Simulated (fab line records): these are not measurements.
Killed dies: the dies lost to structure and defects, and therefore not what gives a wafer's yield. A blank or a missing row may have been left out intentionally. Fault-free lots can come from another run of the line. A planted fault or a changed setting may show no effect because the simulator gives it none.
Which tool was responsible?    flow rit-cmos    39 wafers from 13 lots sampled at 2 of the route's 202 steps

== WHAT THE GAUGES READ, wafer by wafer ==
RIT_CONTACT_THK_MEAS_01. Usual: for CONTACT_TEOS_THK the level is 399 nm and the standard deviation is 5.9.
lot   measured     on             CONTACT_TEOS_THK (nm)  flag
L487  day 3 05:13  film-metro-03  396 394 396            
L489  day 3 12:33  film-metro-02  396 405 410            
L490  day 3 17:27  film-metro-02  395 390 402            
L491  day 4 00:07  film-metro-02  402 399 402            
L494  day 4 13:41  film-metro-02  390 400 401            
L500  day 5 18:42  film-metro-03  389 392 392            
L501  day 6 01:19  film-metro-04  380 394 392            
L502  day 6 06:32  film-metro-03  396 398 405            
L503  day 6 17:47  film-metro-03  397 396 407            
L505  day 7 02:13  film-metro-02  394 408 404            
L506  day 7 06:50  film-metro-03  395 402 401            
L508  day 7 16:11  film-metro-04  387 396 391            
L509  day 7 18:17  film-metro-04  392 405 395            

== EACH LOT AND THE TOOL THAT RAN IT (in order: tool; ch and the chambers of the sampled wafers; start) ==
lot   RIT_CONTACT_CVD_00
L487  pecvd-03 ch 1,2, day 3 05:10
L489  pecvd-04 ch 0,1, day 3 12:30
L490  pecvd-03 ch 0,1, day 3 17:24
L491  pecvd-01 ch 0,1,2, day 4 00:03
L494  pecvd-03 ch 0,1, day 4 13:38
L500  pecvd-03 ch 0,1, day 5 18:38
L501  pecvd-04 ch 0,1,2, day 6 01:16
L502  pecvd-01 ch 0,1,2, day 6 06:29
L503  pecvd-03 ch 0,1,2, day 6 17:44
L505  pecvd-01 ch 0,1, day 7 02:10
L506  pecvd-03 ch 1,2, day 7 06:47
L508  pecvd-01 ch 1,2, day 7 16:08
L509  pecvd-03 ch 0,1, day 7 18:13
- RIT_CONTACT_CVD_00: deposits SiO2 from TEOS, target thk 400 nm, time 61 s.

== AS READ BY THE TOOLS THEMSELVES (means over the sampled wafers that have a number; for cases with no such wafer, the mark the record gives instead) ==
RIT_CONTACT_CVD_00. Usual: 314 W for heater-power-w, sd 54.
lot   tool      heater-power-w (W)  flag
L487  pecvd-03  378                 
L489  pecvd-04  275                 
L490  pecvd-03  273                 
L491  pecvd-01  293                 
L494  pecvd-03  332                 
L500  pecvd-03  303                 
L501  pecvd-04  303                 
L502  pecvd-01  339                 
L503  pecvd-03  346                 
L505  pecvd-01  325                 
L506  pecvd-03  336                 
L508  pecvd-01  343                 
L509  pecvd-03  261                 

== THE ANSWER, worked out from the rows above alone ==
Rule: lot off if the mean of its wafers having a number is beyond 3 standard deviations from the usual mean. A lot without any number at a reading at which 4 lots or more have one is off too. The other lots that the step has rows for count as sound. The gauges are gone through in route order, then the tools' own readings, and for those a lot's mean is taken as printed above. At the first step where some lot is off, the reading lying furthest off is the one used; lots without a number count as furthest.
None of the lots is off at any reading shown; this tells nothing.

== WHAT WAS PUT IN BY THE SIMULATOR ==
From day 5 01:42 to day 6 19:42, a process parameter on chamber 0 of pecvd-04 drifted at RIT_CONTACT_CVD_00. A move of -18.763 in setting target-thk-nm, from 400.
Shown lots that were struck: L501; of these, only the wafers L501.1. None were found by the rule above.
